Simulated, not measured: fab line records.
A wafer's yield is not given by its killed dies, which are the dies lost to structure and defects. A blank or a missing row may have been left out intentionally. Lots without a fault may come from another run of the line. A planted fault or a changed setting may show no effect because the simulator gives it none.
Chamber matching || flow berkeley cmos170 || UCB170_NWELL_ETCH_13 on rie diel-02: 4 sister chambers
The step etches Si3N4 in CH3F/Ar/O2, stops on SiO2, target depth 246.4 nm, time 154 s. 4 wafers are shown with their chamber, then 10 later ones without.

WAFERS, EACH WITH ITS CHAMBER
{"wafer": "L080.6", "chamber": 2, "throttle valve pct (%)": 8.27}
{"wafer": "L085.5", "chamber": 1, "throttle valve pct (%)": 8.19}
{"wafer": "L087.2", "chamber": 0, "throttle valve pct (%)": 8.25}
{"wafer": "L087.3", "chamber": 3, "throttle valve pct (%)": 7.96}

WAFERS WITH NO CHAMBER GIVEN
{"wafer": "L087.6", "throttle valve pct (%)": 8.19}
{"wafer": "L089.3", "throttle valve pct (%)": 7.95}
{"wafer": "L089.5", "throttle valve pct (%)": 8.18}
{"wafer": "L089.6", "throttle valve pct (%)": 8.26}
{"wafer": "L093.2", "throttle valve pct (%)": 7.93}
{"wafer": "L093.4", "throttle valve pct (%)": 8.26}
{"wafer": "L093.6", "throttle valve pct (%)": 8.26}
{"wafer": "L095.2", "throttle valve pct (%)": 8.25}
{"wafer": "L095.5", "throttle valve pct (%)": 7.95}
{"wafer": "L095.6", "throttle valve pct (%)": 8.24}

EACH ONE'S CHAMBER
{"wafer": "L087.6", "from the rows above": 1, "in truth": 1}
{"wafer": "L089.3", "from the rows above": 3, "in truth": 3}
{"wafer": "L089.5", "from the rows above": 1, "in truth": 1}
{"wafer": "L089.6", "from the rows above": "can't be placed: 0 or 2", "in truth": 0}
{"wafer": "L093.2", "from the rows above": 3, "in truth": 3}
{"wafer": "L093.4", "from the rows above": "can't be placed: 0 or 2", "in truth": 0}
{"wafer": "L093.6", "from the rows above": "can't be placed: 0 or 2", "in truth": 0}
{"wafer": "L095.2", "from the rows above": "can't be placed: 0 or 2", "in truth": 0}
{"wafer": "L095.5", "from the rows above": 3, "in truth": 3}
{"wafer": "L095.6", "from the rows above": "can't be placed: 0 or 2", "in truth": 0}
Placed correctly: 5 of 10. Can't be placed from these rows: 5 (the true chamber is among the candidates in 5). 0 placed wrongly.
How it was worked out, from the rows above alone: a wafer's distance from a chamber is the root of the sum, over the readings, of the square of ((its reading less the chamber's mean) divided by the reading's scatter). If the next closest chamber is less than 2 further off than the closest, the wafer can't be placed; otherwise it belongs to the closest. For every chamber, the mean is computed from those of its wafers that are shown. The scatter: with one shown wafer a chamber, the root of the mean of the squares of how far each hidden wafer lies from its nearest shown one.
